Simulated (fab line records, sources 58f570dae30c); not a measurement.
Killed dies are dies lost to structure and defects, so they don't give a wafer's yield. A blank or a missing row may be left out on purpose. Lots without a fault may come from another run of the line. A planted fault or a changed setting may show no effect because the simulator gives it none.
Split-lot experiment | flow berkeley_cmos170 | 5 lots, 23 wafers read, on a route of 331 steps

THE SPLIT
At UCB170_PWELL_COAT_08 (resist thk 900 nm), the setting spin_rpm was moved away from the recipe's 1500 rpm on 10 of the 23 wafers read, by -6.6% to +2.0%. The other wafers ran this setting at the recipe's value.

FROM THE SPLIT TO THE READING: what the file shows between them, 3 steps
- UCB170_PWELL_SOFTBAKE_09: time 60 s
- UCB170_PWELL_EXPOSE_10: exposes mask PWELL, target cd 3000 nm
- UCB170_PWELL_DEVELOP_12: develop time 45 s

THE READING
KrF_of_PWELL_COAT_08.thk_nm (the simulator's own value, which no gauge read), in nm, at UCB170_PWELL_ETCH_14 (etches Si3N4 in CH3F/Ar/O2, stops on SiO2, target depth 242 nm, time 151 s). The file gives no usual value for it. The 13 wafers here that ran the recipe average 724.8 nm, standard deviation 2 nm.

wafer  | tool, chamber at the split | spin_rpm as run, rpm | against the recipe | KrF_of_PWELL_COAT_08.thk_nm, nm | against lot-mates on the recipe
L076.1 | litho_track-01, 0          | 1450                 | -3.3%              | 743.1                           | +15.6
L076.2 | litho_track-01, 0          | 1450                 | -3.3%              | 742.4                           | +14.9
L076.3 | litho_track-01, 0          | 1500                 | recipe             | 728.3                           | -
L076.4 | litho_track-01, 0          | 1500                 | recipe             | 726.8                           | -
L076.5 | litho_track-01, 0          | 1450                 | -3.3%              | 745.5                           | +18.0
L079.1 | litho_track-03, 0          | 1500                 | recipe             | 724.1                           | -
L079.3 | litho_track-03, 0          | 1500                 | recipe             | 724                             | -
L079.4 | litho_track-03, 0          | 1500                 | recipe             | 721.7                           | -
L079.5 | litho_track-03, 0          | 1530                 | +2.0%              | 713.7                           | -9.6
L079.6 | litho_track-03, 0          | 1530                 | +2.0%              | 717.2                           | -6.1
L078.1 | litho_track-01, 0          | 1500                 | recipe             | 725.2                           | -
L078.3 | litho_track-01, 0          | 1500                 | recipe             | 726.2                           | -
L078.6 | litho_track-01, 0          | 1500                 | recipe             | 725.1                           | -
L082.1 | litho_track-04, 0          | 1500                 | recipe             | 726.4                           | -
L082.2 | litho_track-04, 0          | 1500                 | recipe             | 722.7                           | -
L082.3 | litho_track-04, 0          | 1500                 | recipe             | 726.1                           | -
L082.4 | litho_track-04, 0          | 1463                 | -2.5%              | 734.2                           | +9.1
L082.5 | litho_track-04, 0          | 1463                 | -2.5%              | 734.2                           | +9.1
L085.1 | litho_track-01, 0          | 1500                 | recipe             | 721.2                           | -
L085.2 | litho_track-01, 0          | 1500                 | recipe             | 724.7                           | -
L085.3 | litho_track-01, 0          | 1401                 | -6.6%              | 753.4                           | +30.4
L085.4 | litho_track-01, 0          | 1401                 | -6.6%              | 753.9                           | +30.9
L085.5 | litho_track-01, 0          | 1401                 | -6.6%              | 755.7                           | +32.8

THE FIT
A straight line over all 23 wafers: KrF_of_PWELL_COAT_08.thk_nm changes by -4.63 nm for each +1% of spin_rpm; r = -0.98; the points scatter about the line by 2.3 nm.
The same after taking each lot's own level away (the mean of its wafers on the recipe; 23 wafers): -4.65 nm for each +1%; r = -0.99; scatter 1.6 nm.
On that fit, the largest move of spin_rpm shifts the reading by 31 nm.
The lots' own levels span 722.95 to 727.55 nm, that is 2.3 times the standard deviation above.
So the lot-to-lot level changes the slope little: the two slopes agree.
Check: with one of the wafers moved furthest among these (-6.6%) left out of the fit, the line predicts +30.9 nm for it against its lot-mates. It came out at +30.4 nm against them.

OTHER SPLITS ON THESE WAFERS
These wafers also went through other splits before the reading. Each is held against what the fit with the lots' levels taken away leaves over:
other split on the same wafers    | wafers away from the commonest value | r with KrF_of_PWELL_COAT_08.thk_nm (lot level and that fit taken away)
UCB170_ZERO_COAT_01 resist_thk_nm | 7                                    | +0.16
UCB170_NWELL_COAT_07 spin_rpm     | 7                                    | +0.25
UCB170_NWELL_EXPOSE_09 dose_mj    | 11                                   | -0.06
UCB170_PWELL_CVD_05 time_s        | 15                                   | +0.25

THE WHOLE CHAIN: every reading that the file lists as answering this split, in the file's order
step                  | what it does                                                               | reading                                                                      | change (the file's fit)              | r (the file's)
UCB170_PWELL_COAT_08  | resist thk 900 nm                                                          | KrF_of_PWELL_COAT_08.thk_nm (the simulator's own value, which no gauge read) | -4.72 nm for each +1% of the setting | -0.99
UCB170_PWELL_ETCH_14  | etches Si3N4 in CH3F/Ar/O2, stops on SiO2, target depth 242 nm, time 151 s | KrF_of_PWELL_COAT_08.thk_nm (the simulator's own value, which no gauge read) | -4.62 nm for each +1% of the setting | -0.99
UCB170_PWELL_STRIP_16 | strips in O2                                                               | strip_time_to_endpoint_s                                                     | withheld for each +1% of the setting | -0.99

THE FILE'S OWN FIT
KrF_of_PWELL_COAT_08.thk_nm changes by -4.62 nm for each +1% of spin_rpm, r = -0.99.
